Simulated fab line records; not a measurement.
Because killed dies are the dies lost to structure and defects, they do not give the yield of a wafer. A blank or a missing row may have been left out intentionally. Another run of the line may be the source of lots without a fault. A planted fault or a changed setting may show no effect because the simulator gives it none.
The tool behind it: which one? + flow berkeley-cmos170 + 42 wafers from 14 lots sampled at 5 of the route's 331 steps

WHAT THE GAUGES SHOWED, per wafer
UCB170_NWELL_THK_MEAS_02. Usual: NWELL_OXIDE_THK 26.3 nm, standard deviation 0.47.
| lot  | measured    | on            | NWELL_OXIDE_THK (nm) | flag |
|------|-------------|---------------|----------------------|------|
| L718 | day 3 05:38 | film-metro-03 | 26.3 26.6 26.4       |      |
| L719 | day 3 05:38 | film-metro-04 | 26.6 26.1 26.1       |      |
| L721 | day 3 10:31 | film-metro-01 | 26.0 26.5 26.2       |      |
| L722 | day 3 10:31 | film-metro-03 | 26.5 26.9 26.5       |      |
| L723 | day 3 15:00 | film-metro-01 | 27.2 26.9 26.9       |      |
| L724 | day 3 21:13 | film-metro-03 | 26.7 26.7 26.6       |      |
| L725 | day 3 21:14 | film-metro-04 | 26.4 25.5 26.8       |      |
| L726 | day 4 05:08 | film-metro-03 | 26.4 26.7 26.1       |      |
| L727 | day 4 09:29 | film-metro-04 | 27.1 26.4 26.9       |      |
| L729 | day 4 22:18 | film-metro-03 | 26.1 26.3 26.4       |      |
| L731 | day 5 04:30 | film-metro-04 | 26.0 26.1 26.1       |      |
| L733 | day 5 19:28 | film-metro-04 | 23.9 23.6 23.6       | OFF  |
| L734 | day 5 19:28 | film-metro-01 | 23.6 23.5 23.3       | OFF  |
| L739 | day 6 19:58 | film-metro-03 | 25.5 24.8 24.9       |      |

UCB170_PWELL_THK_MEAS_03. Usual: PWELL_OXIDE_THK 26.3 nm, standard deviation 0.49.
| lot  | measured    | on            | PWELL_OXIDE_THK (nm) | flag |
|------|-------------|---------------|----------------------|------|
| L718 | day 3 23:21 | film-metro-02 | 25.7 25.3 25.7       |      |
| L719 | day 3 23:21 | film-metro-01 | 26.6 26.9 26.8       |      |
| L721 | day 4 04:12 | film-metro-01 | 26.3 26.4 25.9       |      |
| L722 | day 4 04:10 | film-metro-02 | 26.3 27.1 26.6       |      |
| L723 | day 4 13:44 | film-metro-02 | 26.2 26.5 26.5       |      |
| L724 | day 4 13:46 | film-metro-04 | 25.3 25.8 25.6       |      |
| L725 | day 4 13:46 | film-metro-01 | 26.2 26.1 25.7       |      |
| L726 | day 5 04:31 | film-metro-02 | 26.3 26.9 26.2       |      |
| L727 | day 5 04:31 | film-metro-01 | 26.7 27.2 26.9       |      |
| L729 | day 5 14:23 | film-metro-01 | 26.1 26.3 26.6       |      |
| L731 | day 6 01:49 | film-metro-04 | 26.1 26.7 26.5       |      |
| L733 | day 6 15:49 | film-metro-04 | 27.1 26.6 26.5       |      |
| L734 | day 6 15:49 | film-metro-01 | 26.1 26.4 26.2       |      |
| L739 | day 7 14:12 | film-metro-01 | 26.4 26.7 26.5       |      |

UCB170_ACTIVE_THK_MEAS_03. Usual: ACTIVE_OXIDE_THK 26.2 nm, standard deviation 0.49.
| lot  | measured    | on            | ACTIVE_OXIDE_THK (nm) | flag |
|------|-------------|---------------|-----------------------|------|
| L718 | day 5 09:01 | film-metro-01 | 25.6 25.2 25.7        |      |
| L719 | day 5 09:07 | film-metro-02 | 26.7 25.9 26.6        |      |
| L721 | day 5 09:05 | film-metro-01 | 26.4 26.4 26.3        |      |
| L722 | day 5 09:01 | film-metro-03 | 26.1 25.5 25.8        |      |
| L723 | day 6 01:08 | film-metro-03 | 26.4 26.4 26.6        |      |
| L724 | day 6 01:10 | film-metro-02 | 26.7 26.2 26.0        |      |
| L725 | day 6 01:10 | film-metro-01 | 25.9 26.8 26.3        |      |
| L726 | day 6 14:32 | film-metro-03 | 26.0 25.9 25.9        |      |
| L727 | day 6 14:32 | film-metro-01 | 26.3 26.3 26.0        |      |
| L729 | day 6 22:59 | film-metro-03 | 25.5 25.4 25.1        |      |
| L731 | day 7 13:04 | film-metro-01 | 25.9 25.9 26.1        |      |
| L733 | day 8 03:08 | film-metro-02 | 26.1 25.9 26.1        |      |
| L734 | day 8 03:09 | film-metro-01 | 25.6 25.6 26.4        |      |
| L739 | day 8 23:57 | film-metro-01 | 26.5 25.8 25.9        |      |

WHICH TOOL RAN EACH LOT (tool, then ch and the chambers of the sampled wafers, then the start)
| lot  | UCB170_ZERO_STRIP_07                | UCB170_NWELL_OXIDATION_01    |
|------|-------------------------------------|------------------------------|
| L718 | plasma-asher-02 ch 0, day 2 21:20   | furnace-01 ch 0, day 3 04:17 |
| L719 | plasma-asher-01 ch 0,1, day 2 21:35 | furnace-01 ch 0, day 3 04:17 |
| L721 | plasma-asher-04 ch 0,1, day 3 04:23 | furnace-02 ch 0, day 3 09:10 |
| L722 | plasma-asher-02 ch 0,1, day 3 04:38 | furnace-02 ch 0, day 3 09:10 |
| L723 | plasma-asher-04 ch 1, day 3 08:54   | furnace-01 ch 0, day 3 13:39 |
| L724 | plasma-asher-01 ch 0,1, day 3 14:51 | furnace-02 ch 0, day 3 19:52 |
| L725 | plasma-asher-01 ch 0,1, day 3 15:18 | furnace-02 ch 0, day 3 19:52 |
| L726 | plasma-asher-01 ch 0,1, day 4 00:41 | furnace-01 ch 0, day 4 03:46 |
| L727 | plasma-asher-01 ch 0,1, day 4 03:44 | furnace-01 ch 0, day 4 08:07 |
| L729 | plasma-asher-01 ch 0,1, day 4 15:56 | furnace-04 ch 0, day 4 20:56 |
| L731 | plasma-asher-04 ch 0,1, day 4 22:33 | furnace-02 ch 0, day 5 03:09 |
| L733 | plasma-asher-02 ch 0,1, day 5 13:23 | furnace-02 ch 0, day 5 18:06 |
| L734 | plasma-asher-01 ch 0,1, day 5 13:23 | furnace-02 ch 0, day 5 18:06 |
| L739 | plasma-asher-04 ch 0,1, day 6 14:15 | furnace-04 ch 0, day 6 18:37 |
- UCB170_ZERO_STRIP_07: strips in O2.
- UCB170_NWELL_OXIDATION_01: target thk 26.4 nm, ox time 1260 s.

WHAT THE TOOLS THEMSELVES READ (means of the sampled wafers that have a number; where no wafer has one, the mark that the record gives instead)
UCB170_ZERO_STRIP_07. Usual: chamber-pressure-mTorr 3500 mTorr, standard deviation 3.4; drypump-motor-current-A 6.08 A, standard deviation 0.22; o2-flow-sccm 400.1 sccm, standard deviation 1.1; oes-product-au 0.727 a.u., standard deviation 0.0046; strip-time-to-endpoint-s 21.49 s, standard deviation 0.062.
| lot  | tool            | chamber-pressure-mTorr (mTorr) | drypump-motor-current-A (A) | o2-flow-sccm (sccm) | oes-product-au (a.u.) | strip-time-to-endpoint-s (s) | flag |
|------|-----------------|--------------------------------|-----------------------------|---------------------|-----------------------|------------------------------|------|
| L718 | plasma-asher-02 | 3502                           | 5.65                        | 400.1               | 0.726                 | 21.52                        |      |
| L719 | plasma-asher-01 | 3498                           | 6.12                        | 400.1               | 0.723                 | 21.54                        |      |
| L721 | plasma-asher-04 | 3495                           | 6.33                        | 400.9               | 0.725                 | 21.42                        |      |
| L722 | plasma-asher-02 | 3501                           | 5.99                        | 399.2               | 0.728                 | 21.47                        |      |
| L723 | plasma-asher-04 | 3500                           | 6.12                        | 399.6               | 0.726                 | 21.51                        |      |
| L724 | plasma-asher-01 | 3501                           | 6.10                        | 400.2               | 0.726                 | 21.41                        |      |
| L725 | plasma-asher-01 | 3498                           | 6.13                        | 400.9               | 0.726                 | 21.43                        |      |
| L726 | plasma-asher-01 | 3501                           | 6.08                        | 400.7               | 0.730                 | 21.50                        |      |
| L727 | plasma-asher-01 | 3500                           | 6.12                        | 400.6               | 0.729                 | 21.50                        |      |
| L729 | plasma-asher-01 | 3503                           | 6.12                        | 401.0               | 0.725                 | 21.60                        |      |
| L731 | plasma-asher-04 | 3503                           | 6.20                        | 400.4               | 0.729                 | 21.48                        |      |
| L733 | plasma-asher-02 | 3498                           | 5.82                        | 400.3               | 0.728                 | 21.41                        |      |
| L734 | plasma-asher-01 | 3501                           | 6.12                        | 399.4               | 0.730                 | 21.50                        |      |
| L739 | plasma-asher-04 | 3502                           | 6.32                        | 400.0               | 0.732                 | 21.50                        |      |

UCB170_NWELL_OXIDATION_01. Usual: 1025.9 C for spike-tc-load-C, sd 1.1.
| lot  | tool       | spike-tc-load-C (C) | flag |
|------|------------|---------------------|------|
| L718 | furnace-01 | 1025.8              |      |
| L719 | furnace-01 | 1026.7              |      |
| L721 | furnace-02 | 1026.2              |      |
| L722 | furnace-02 | 1025.4              |      |
| L723 | furnace-01 | 1025.3              |      |
| L724 | furnace-02 | 1026.5              |      |
| L725 | furnace-02 | 1025.2              |      |
| L726 | furnace-01 | 1025.4              |      |
| L727 | furnace-01 | 1025.3              |      |
| L729 | furnace-04 | 1026.4              |      |
| L731 | furnace-02 | 1026.0              |      |
| L733 | furnace-02 | 1025.3              |      |
| L734 | furnace-02 | 1025.9              |      |
| L739 | furnace-04 | 1026.5              |      |

THE ANSWER, worked out from the rows above alone
Rule: a lot counts as off when the mean over its wafers that have a number is more than 3 standard deviations away from the usual mean. Also off: a lot with no number at a reading for which 4 or more lots have one. All remaining lots with rows at the step are treated as sound. First the gauges in route order, then the tools' own readings, where a lot's mean is used as printed above. At the first step where some lot is off, the reading lying furthest off is the one used; lots without a number count as furthest.
Off: L733, L734, seen at UCB170_NWELL_THK_MEAS_02 (NWELL_OXIDE_THK).
A tool fits if, at a process step before that reading, it ran every lot that is off, and no sound lot after the first of them. The gauges at UCB170_NWELL_THK_MEAS_02 are tried like those tools. One fits: UCB170_NWELL_OXIDATION_01 on furnace-02. A fault onset in the window from L731 (day 5 03:09, its last sound lot) to L733 (day 5 18:06, its first lot off) fits.

WHAT HAD BEEN PUT IN BY THE SIMULATOR
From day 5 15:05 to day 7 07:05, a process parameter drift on furnace-02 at UCB170_NWELL_OXIDATION_01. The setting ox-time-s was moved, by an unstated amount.
Lots struck among those shown: L733, L734. The rule above found the same.
